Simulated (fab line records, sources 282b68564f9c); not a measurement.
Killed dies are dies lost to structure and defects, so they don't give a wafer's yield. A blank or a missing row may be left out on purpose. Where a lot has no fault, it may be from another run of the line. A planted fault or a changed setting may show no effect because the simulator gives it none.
The tool behind it: which one? ; flow rit_cmos ; 39 wafers from 13 lots sampled at 3 of the route's 202 steps

WHAT THE GAUGES READ, wafer by wafer
RIT_PSD_TW_MEAS_10.
lot;measured;on;PSD_TW
L475;day 3 02:04;film_metro-04;3453 3459 3433
L476;day 3 06:57;film_metro-04;3455 3473 3439
L477;day 3 12:22;film_metro-02;3504 3529 3508
L478;day 3 16:05;film_metro-04;3442 3449 3439
L479;day 3 22:04;film_metro-03;3413 3429 3424
L480;day 4 05:25;film_metro-03;3438 3437 3438
L481;day 4 07:18;film_metro-02;3507 3490 3502
L482;day 4 12:19;film_metro-02;3704 3715 3699
L483;day 4 18:04;film_metro-03;3435 3427 3441
L484;day 5 03:52;film_metro-02;3672 3661 3653
L493;day 7 00:47;film_metro-03;3435 3422 3441
L494;day 7 02:40;film_metro-04;3413 3411 3428
L498;day 7 20:57;film_metro-04;3436 3402 3412

RIT_SDANNEAL_RS_MEAS_04: the measuring method here is four-point-probe.
lot;measured;on;PSD_RS (ohm/sq)
L475;day 3 02:34;film_metro-04;115.6 115.4 115.6
L476;day 3 07:27;film_metro-04;116.3 116.0 115.7
L477;day 3 12:50;film_metro-03;115.9 115.5 115.7
L478;day 3 16:35;film_metro-03;115.8 115.9 115.7
L479;day 3 22:34;film_metro-03;115.9 116.0 116.1
L480;day 4 05:55;film_metro-04;115.8 116.1 115.9
L481;day 4 07:47;film_metro-03;115.8 115.8 115.9
L482;day 4 12:48;film_metro-03;104.1 104.5 104.3
L483;day 4 18:33;film_metro-04;115.5 115.8 116.1
L484;day 5 04:22;film_metro-02;104.5 104.9 104.7
L493;day 7 01:37;film_metro-04;116.1 115.7 115.5
L494;day 7 03:21;film_metro-02;116.5 116.5 116.1
L498;day 7 21:26;film_metro-02;116.2 116.3 116.4

TOOL THAT RAN EACH LOT (tool first, then ch and the chambers of the sampled wafers, then the start)
lot;RIT_PSD_IMPLANT_08
L475;implanter-02 ch 0, day 3 01:45
L476;implanter-02 ch 0, day 3 06:37
L477;implanter-02 ch 0, day 3 12:02
L478;implanter-02 ch 0, day 3 15:46
L479;implanter-02 ch 0, day 3 21:46
L480;implanter-01 ch 0, day 4 05:07
L481;implanter-01 ch 0, day 4 06:59
L482;implanter-01 ch 0, day 4 11:59
L483;implanter-02 ch 0, day 4 17:44
L484;implanter-01 ch 0, day 5 03:33
L493;implanter-02 ch 0, day 7 00:28
L494;implanter-04 ch 0, day 7 02:22
L498;implanter-02 ch 0, day 7 20:37
- RIT_PSD_IMPLANT_08

AS READ BY THE TOOLS THEMSELVES (means over the sampled wafers that have a number; for cases with no such wafer, the mark the record gives instead)
RIT_PSD_IMPLANT_08.
lot;tool;beam_energy_keV
L475;implanter-02;26.994
L476;implanter-02;26.999
L477;implanter-02;26.997
L478;implanter-02;26.993
L479;implanter-02;26.996
L480;implanter-01;26.995
L481;implanter-01;27.002
L482;implanter-01;32.940
L483;implanter-02;27.006
L484;implanter-01;32.942
L493;implanter-02;27.000
L494;implanter-04;26.989
L498;implanter-02;26.993

THE ANSWER, worked out from the rows above alone
Rule: the usual values come from the lots themselves. Put in order of their means at a reading, lots are off if they are a third of the lots or fewer, leave a main group of 4 or more, and stand apart from it by a gap of 3 or more times the standard deviation of the main group's means; of several such gaps the widest counts. A main group is skipped when, at the precision printed for the reading in the tables above, its means are all equal. A lot without any number at a reading at which 4 lots or more have one is off too. Any other lot the step has rows for is counted as sound. After the gauges, taken in route order, come the tools' own readings; for these a lot's mean is taken, as printed above. The first step at which some lot is off is used, and at that step the reading that is off furthest; a lot without a number counts as furthest.
Off: L482, L484, seen at RIT_PSD_TW_MEAS_10 (PSD_TW). For the main group the mean is 3447 and the standard deviation 30.
A tool fits if, at a process step before that reading, it ran every lot that is off, and no sound lot after the first of them. Not tried: the gauges at RIT_PSD_TW_MEAS_10; whatever is off there is also off at RIT_PSD_IMPLANT_08, on other tools, and gauge error can't account for it. One fits: implanter-01 at RIT_PSD_IMPLANT_08. Its last sound lot is L481 (day 4 06:59), its first lot that is off L482 (day 4 11:59): a fault that began between those two fits.
On the lots that are off, the tool's own readings at RIT_PSD_IMPLANT_08 differ by more than 5 times the standard deviation of the sound lots' means, which bears it out; beam_energy_keV reads 32.941 there versus 26.997 on the sound lots.

WHAT THE SIMULATOR HAD INSERTED
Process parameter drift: implanter-01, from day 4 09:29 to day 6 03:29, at RIT_PSD_IMPLANT_08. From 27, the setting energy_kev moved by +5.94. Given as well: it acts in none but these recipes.
Shown lots that were struck: L482, L484. The rule above found the same.
